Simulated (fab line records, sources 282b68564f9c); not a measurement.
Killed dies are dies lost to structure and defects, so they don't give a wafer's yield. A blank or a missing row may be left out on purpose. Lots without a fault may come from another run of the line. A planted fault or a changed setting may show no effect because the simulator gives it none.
Split-lot experiment | flow rit_cmos | 5 lots, 23 wafers read, on a route of 202 steps

THE SPLIT
At RIT_REOX_OXIDATION_03 (target thk 25.2 nm, ox time 5580 s), the setting ox_time_s was moved away from the recipe's 5580 s on 20 of the 23 wafers read, by -14.1% to +13.4%. The other wafers ran this setting at the recipe's value.

The file shows no step between the split and the reading.

THE READING
REOX_OXIDE_THK, in nm, at RIT_REOX_THK_MEAS_04. Fault-free wafers of this fab line usually give 25.2 nm, standard deviation 0.5 nm.

wafer  | tool, chamber at the split | ox_time_s as run, s | against the recipe | REOX_OXIDE_THK, nm | against lot-mates on the recipe
L076.1 | -, -                       | 5338                | -4.3%              | 24.0               | no lot-mate on the recipe
L076.2 | -, -                       | 5338                | -4.3%              | 24.1               | no lot-mate on the recipe
L076.4 | -, -                       | 5338                | -4.3%              | 24.4               | no lot-mate on the recipe
L076.5 | -, -                       | 5338                | -4.3%              | 24.3               | no lot-mate on the recipe
L076.6 | -, -                       | 5338                | -4.3%              | 24.0               | no lot-mate on the recipe
L077.1 | -, -                       | 4793                | -14.1%             | 23.1               | no lot-mate on the recipe
L077.2 | -, -                       | 4793                | -14.1%             | 23.0               | no lot-mate on the recipe
L077.3 | -, -                       | 4793                | -14.1%             | 23.0               | no lot-mate on the recipe
L077.4 | -, -                       | 4793                | -14.1%             | 22.9               | no lot-mate on the recipe
L077.5 | -, -                       | 4793                | -14.1%             | 22.8               | no lot-mate on the recipe
L080.1 | -, -                       | 6330                | +13.4%             | 27.3               | no lot-mate on the recipe
L080.2 | -, -                       | 6330                | +13.4%             | 27.2               | no lot-mate on the recipe
L080.3 | -, -                       | 6330                | +13.4%             | 27.1               | no lot-mate on the recipe
L080.4 | -, -                       | 6330                | +13.4%             | 26.9               | no lot-mate on the recipe
L080.6 | -, -                       | 6330                | +13.4%             | 26.7               | no lot-mate on the recipe
L079.2 | furnace-03, 0              | 5580                | recipe             | 26.0               | -
L079.3 | furnace-03, 0              | 5580                | recipe             | 26.1               | -
L079.5 | furnace-03, 0              | 5580                | recipe             | 25.8               | -
L081.1 | -, -                       | 6275                | +12.5%             | 27.6               | no lot-mate on the recipe
L081.2 | -, -                       | 6275                | +12.5%             | 27.5               | no lot-mate on the recipe
L081.3 | -, -                       | 6275                | +12.5%             | 27.7               | no lot-mate on the recipe
L081.5 | -, -                       | 6275                | +12.5%             | 27.5               | no lot-mate on the recipe
L081.6 | -, -                       | 6275                | +12.5%             | 27.4               | no lot-mate on the recipe

THE FIT
A straight line over all 23 wafers: REOX_OXIDE_THK changes by +0.162 nm for each +1% of ox_time_s; r = +0.97; the points scatter about the line by 0.43 nm.
Too few moved wafers have a lot-mate on the recipe to fit a line with each lot's own level taken away.

THE WHOLE CHAIN: every reading that the file lists as answering this split, in the file's order
step                  | what it does                       | reading                                                                           | change (the file's fit)               | r (the file's)
RIT_REOX_OXIDATION_03 | target thk 25.2 nm, ox time 5580 s | SiO2_of_REOX_OXIDATION_03.thk_nm (the simulator's own value, which no gauge read) | +0.162 nm for each +1% of the setting | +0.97
RIT_REOX_THK_MEAS_04  |                                    | REOX_OXIDE_THK                                                                    | +0.161 for each +1% of the setting    | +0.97
RIT_SPACER_CLEAN_00   | cleans in SC1, time 600 s          | SiO2_of_REOX_OXIDATION_03.thk_nm (the simulator's own value, which no gauge read) | +0.143 nm for each +1% of the setting | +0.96

THE FILE'S OWN FIT
REOX_OXIDE_THK changes by +0.161 nm for each +1% of ox_time_s, r = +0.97.
